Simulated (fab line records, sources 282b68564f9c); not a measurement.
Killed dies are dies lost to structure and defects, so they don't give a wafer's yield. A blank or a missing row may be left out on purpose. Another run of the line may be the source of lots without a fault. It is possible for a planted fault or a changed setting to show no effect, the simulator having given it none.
Struck lot and sound lot, side by side -- flow rit-cmos -- 43 out of 202 route steps
Sound: these wafers, L962.3, L962.4, L962.5. Struck: wafers L983.3, L983.5, L983.6. Last of all comes the cause.
Each step with rows lists, per side, the tool, then ch with its chambers, then its first start. Under that, the readings that differ: sound wafers -- struck wafers -- difference of the means -- sigmas: that difference in standard deviations of wafers without a fault.
alike: a reading whose means differ by less than 2 such deviations, as well as words and numbers matching on both sides. not compared: withheld readings; readings where some wafer has no value; bounds like >300 that might hide an equal value; numbers whose values overlap and for which the record gives no deviation.
The two part at a step that has a row with sigmas, a row that says differs or no value, or rows on one side only. Numbers that don't overlap but have no deviation are shown without sigmas and don't part them. Lack of a reading on every wafer of one side parts them only where that side has two or more wafers.

first, 5 steps without rows for these wafers: RIT_PSD_COAT_01 (resist thk 1000 nm); RIT_PSD_SOFTBAKE_02 (time 60 s); RIT_PSD_EXPOSE_03 (exposes mask M10, target cd 40900 nm); RIT_PSD_PEB_04; RIT_PSD_DEVELOP_05 (develop time 50 s).
RIT_PSD_OVL_MEAS_06:
  sound: overlay-02 at day 3 14:07; struck: overlay-02 at day 7 20:36
  alike: PSD_OVL
then, 2 steps without rows for these wafers: RIT_PSD_HARDBAKE_07 (time 60 s); RIT_PSD_IMPLANT_08.
RIT_PSD_STRIP_09: strips in O2, time 180 s.
  sound on plasma-asher-02 ch 0,1, day 3 14:29; struck on plasma-asher-01 ch 0,1, day 7 20:59
  alike: chamber-pressure-mTorr, drypump-motor-current-A
  not compared: rf-hours-counter-h
RIT_PSD_TW_MEAS_10:
  sound: film-metro-01 at day 3 14:38; struck: film-metro-03 at day 7 21:07
reading,sound,struck,difference,sigmas
PSD_TW,3487 3499 3506,3388 3376 3384,-115,-3
then, 2 steps without rows for these wafers: RIT_SDANNEAL_CLEAN_00 (cleans in SC1, time 600 s); RIT_SDANNEAL_CLEAN_01 (cleans in dHF, time 30 s).
RIT_SDANNEAL_CLEAN_02: cleans in SC2, time 600 s.
  sound on wet-bench-02 ch 2, day 3 14:52; struck on wet-bench-02 ch 0, day 7 21:22
RIT_SDANNEAL_RTA_03: time 5 s.
  sound on rtp-anneal-02 ch 0, day 3 15:05; struck on rtp-anneal-02 ch 0, day 7 21:44
  alike: wafer_temp_C_max
RIT_SDANNEAL_RS_MEAS_04: measurement is done with a four-point probe.
  sound: film-metro-02 at day 3 15:10; struck: film-metro-01 at day 7 21:49
  alike: PSD_RS
RIT_SDANNEAL_RS_MEAS_05: measurement is done with a four-point probe.
  sound: film-metro-02 at day 3 15:17; struck: film-metro-01 at day 7 21:56
  alike: NSD_RS
RIT_SDANNEAL_RS_MEAS_06: measurement is done with a four-point probe.
  sound: film-metro-02 at day 3 15:24; struck: film-metro-01 at day 7 22:04
reading,sound,struck,difference,sigmas
PLDD_RS (ohm/sq),178.1 177.9 177.8,179.3 179.0 179.3,+1.3,+2
RIT_SDANNEAL_RS_MEAS_07: measurement is done with a four-point probe.
  sound: film-metro-02 at day 3 15:31; struck: film-metro-01 at day 7 22:11
reading,sound,struck,difference,sigmas
NLDD_RS (ohm/sq),150.5 150.3 150.0,151.7 151.6 152.3,+1.6,+3
then, 2 steps without rows for these wafers: RIT_SILICIDE_WET_ETCH_00 (etches SiO2 in BOE, target depth 14 nm, time 15 s); RIT_SILICIDE_SPUTTER_01 (material Ti, target thk 30 nm, time 240 s).
RIT_SILICIDE_RS_MEAS_02: measurement is done with a four-point probe.
  sound: film-metro-03 at day 3 15:48; struck: film-metro-02 at day 7 22:28
  alike: SILICIDE_TI_RS
RIT_SILICIDE_THK_MEAS_03: measures by xrf.
  sound: film-metro-03 at day 3 15:54; struck: film-metro-02 at day 7 22:34
  alike: SILICIDE_TI_THK
RIT_SILICIDE_RTA_04: time 10 s, ramp up 5 s, ramp down 5 s.
  sound on rtp-anneal-02 ch 0, day 3 15:58; struck on rtp-anneal-01 ch 0, day 7 22:37
reading,sound,struck,difference,sigmas
wafer_temp_C_max,655.1 657.8 655.3,653.0 651.9 652.6,-3.6,-3
then, 2 steps without rows for these wafers: RIT_SILICIDE_WET_ETCH_05 (etches Ti in SPM, time 120 s); RIT_SILICIDE_RTA_06 (time 10 s, ramp up 5 s, ramp down 10 s).
RIT_CONTACT_CVD_00: deposits SiO2 from TEOS, target thk 400 nm, time 61 s.
  sound on pecvd-03 ch 0,1, day 3 16:07; struck on pecvd-03 ch 0,2, day 7 22:48
  alike: heater-power-w
RIT_CONTACT_THK_MEAS_01:
  sound: film-metro-02 at day 3 16:11; struck: film-metro-04 at day 7 22:52
  alike: CONTACT_TEOS_THK
then, 6 steps without rows for these wafers: RIT_CONTACT_HMDS_02 (prime time 60 s); RIT_CONTACT_COAT_03 (resist thk 1000 nm); RIT_CONTACT_SOFTBAKE_04 (time 60 s); RIT_CONTACT_EXPOSE_05 (exposes mask M11, target cd 1000 nm); RIT_CONTACT_PEB_06; RIT_CONTACT_DEVELOP_07 (develop time 120 s).
RIT_CONTACT_CD_MEAS_08: the cd target is 1000 nm.
  sound: cd-sem-02 at day 3 17:22; struck: cd-sem-01 at day 8 00:02
  alike: cd-nm
RIT_CONTACT_OVL_MEAS_09:
  sound: overlay-01 at day 3 17:27; struck: overlay-02 at day 8 00:08
  alike: CONTACT_OVL
then, 1 step without rows for these wafers: RIT_CONTACT_HARDBAKE_10 (time 60 s).
RIT_CONTACT_ETCH_11: etches SiO2 in CHF3/CF4/Ar, stops on TiSi2, target depth 480 nm, time 320 s.
  sound on rie-diel-01 ch 0,2,3, day 3 17:45; struck on rie-diel-03 ch 2,3, day 8 00:19
  alike: chamber-pressure-mTorr, drypump-motor-current-A, oes-product-au, throttle-valve-pct
  not compared: rf-hours-counter-h
then, 1 step without rows for these wafers: RIT_CONTACT_STRIP_12 (strips in O2, time 180 s).
RIT_CONTACT_CD_MEAS_90: the cd target is 1000 nm.
  sound: cd-sem-02 at day 3 18:10; struck: cd-sem-02 at day 8 00:43
  alike: cd-nm
then, 3 steps without rows for these wafers: RIT_CONTACT_CLEAN_13 (cleans in SC1, time 600 s); RIT_CONTACT_CLEAN_14 (cleans in SC2, time 600 s); RIT_M1_SPUTTER_00 (material Al, target thk 400 nm, time 500 s).
RIT_M1_PROBE_99:
  sound: prober-02 at day 3 22:58; struck: prober-02 at day 8 05:23
reading,sound,struck,difference,sigmas
killed-at-front-end,5 3 2,31 30 33,+28,+10
killed-dies,5 4 2,31 31 33,+28,+10
killed-on-rim,2 0 0,9 12 13,+11,+8
killed-open,1 3 0,5 5 6,+4,+2
  alike: killed_at_M0_to_M3, killed-at-contacts, killed-short

## WHERE THEY PART
Earliest at RIT_PSD_TW_MEAS_10; latest, in this record, at RIT_M1_PROBE_99.

WHY: the cause the simulator had injected
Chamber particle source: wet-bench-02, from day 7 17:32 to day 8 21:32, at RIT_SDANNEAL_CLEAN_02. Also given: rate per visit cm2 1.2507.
